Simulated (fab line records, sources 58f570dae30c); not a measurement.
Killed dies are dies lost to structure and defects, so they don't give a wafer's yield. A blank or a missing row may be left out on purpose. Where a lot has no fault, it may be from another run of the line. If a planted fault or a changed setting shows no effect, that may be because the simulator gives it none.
Chamber matching -- flow berkeley-cmos170 -- rie-diel-01 running UCB170_SPACER_ETCHBACK_03: 4 sister chambers
The step etches SiO2 in CHF3/CF4/Ar, stops on Si, target depth 376 nm, time 100 s. 15 wafers are shown with their chamber, then 7 later ones without.

## WAFERS WITH THEIR CHAMBER
wafer,chamber,throttle-valve-pct (%),oes-product-au (a.u.)
L282.3,0,6.35,0.886
L282.4,1,6.43,0.885
L282.6,1,6.42,0.897
L284.1,0,6.38,0.924
L284.5,0,6.38,0.918
L284.6,1,6.45,0.895
L286.4,0,6.37,0.903
L286.5,0,6.37,0.907
L286.6,3,6.50,0.909
L289.1,1,6.42,0.887
L289.2,0,6.36,0.905
L289.3,2,6.40,0.898
L291.1,2,6.39,0.878
L291.2,0,6.37,0.900
L291.5,2,6.40,0.891

SIGNATURES, as means of the wafers listed above
reading,chamber 0,chamber 1,chamber 2,chamber 3,scatter within a chamber
throttle-valve-pct,6.3686,6.4300,6.3967,6.5000,0.0111
oes-product-au,0.90614,0.89100,0.88900,0.90900,0.0106
Rule: a wafer lies at a distance from a chamber equal to the root of the sum of squares, over the readings, of (its reading less the chamber's mean, divided by the reading's scatter). If the next closest chamber is less than 2 further off than the closest, the wafer can't be placed; otherwise it belongs to the closest. The scatter is the square root of a quotient: the sum, over the shown wafers, of each reading's squared deviation from its chamber's mean, divided by wafers minus chambers.

## WAFERS WITH NO CHAMBER GIVEN
wafer,throttle-valve-pct (%),oes-product-au (a.u.)
L293.1,6.49,0.904
L293.2,6.40,0.890
L293.3,6.37,0.912
L299.4,6.48,0.892
L299.5,6.43,0.883
L303.3,6.42,0.883
L303.5,6.38,0.886

## EACH ONE'S CHAMBER
wafer,from the rows above,in truth
L293.1,3,3
L293.2,2,2
L293.3,0,0
L299.4,3,3
L299.5,1,1
L303.3,can't be placed: 1 or 2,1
L303.5,can't be placed: 2 or 0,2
5 of 7 placed correctly. These rows do not allow placing 2 (true chamber among the candidates in 2). 0 placed wrongly.
